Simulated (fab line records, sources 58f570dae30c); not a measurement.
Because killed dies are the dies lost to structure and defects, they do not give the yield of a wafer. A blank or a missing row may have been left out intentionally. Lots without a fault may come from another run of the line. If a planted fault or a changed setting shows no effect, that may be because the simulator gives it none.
Chamber matching -- flow berkeley-cmos170 -- UCB170_V1_CMP_02 on cmp-02: 4 sister chambers
The step polishes SiO2. 4 wafers are shown with their chamber, then 12 later ones without.

== WAFERS PAIRED WITH THEIR CHAMBERS ==
wafer,chamber,motor-current-A (A)
L089.2,0,20.6
L091.3,1,16.1
L094.1,3,16.1
L094.6,2,14.1

== WAFERS WITH NO CHAMBER GIVEN ==
wafer,motor-current-A (A)
L092.3,15.2
L092.4,15.5
L092.5,21.4
L093.1,16.7
L093.2,18.4
L093.5,14.6
L090.2,21.9
L090.5,16.2
L090.6,15.6
L095.1,14.7
L095.2,20.1
L095.3,16.5

== CHAMBER TAKEN BY EACH ==
wafer,from the rows above,in truth
L092.3,can't be placed: 1 or 3 or 2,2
L092.4,can't be placed: 1 or 3 or 2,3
L092.5,0,0
L093.1,can't be placed: 1 or 3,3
L093.2,can't be placed: 0 or 1 or 3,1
L093.5,can't be placed: 2 or 1 or 3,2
L090.2,0,0
L090.5,can't be placed: 1 or 3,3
L090.6,can't be placed: 1 or 3 or 2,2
L095.1,can't be placed: 2 or 1 or 3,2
L095.2,0,0
L095.3,can't be placed: 1 or 3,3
Correctly placed: 3 of 12. Not placeable from these rows: 9 (in 9, the candidates include the true chamber). Number placed wrongly: 0.
How it was worked out, from the rows above alone: a wafer's distance from a chamber is the root of the sum, over the readings, of the square of ((its reading less the chamber's mean) divided by the reading's scatter). If the next closest chamber is less than 2 further off than the closest, the wafer can't be placed; otherwise it belongs to the closest. Each chamber's mean is taken over the wafers shown for it. The scatter (one wafer shown for each chamber): square how far every hidden wafer sits from the nearest shown wafer, average those squares and take the square root.
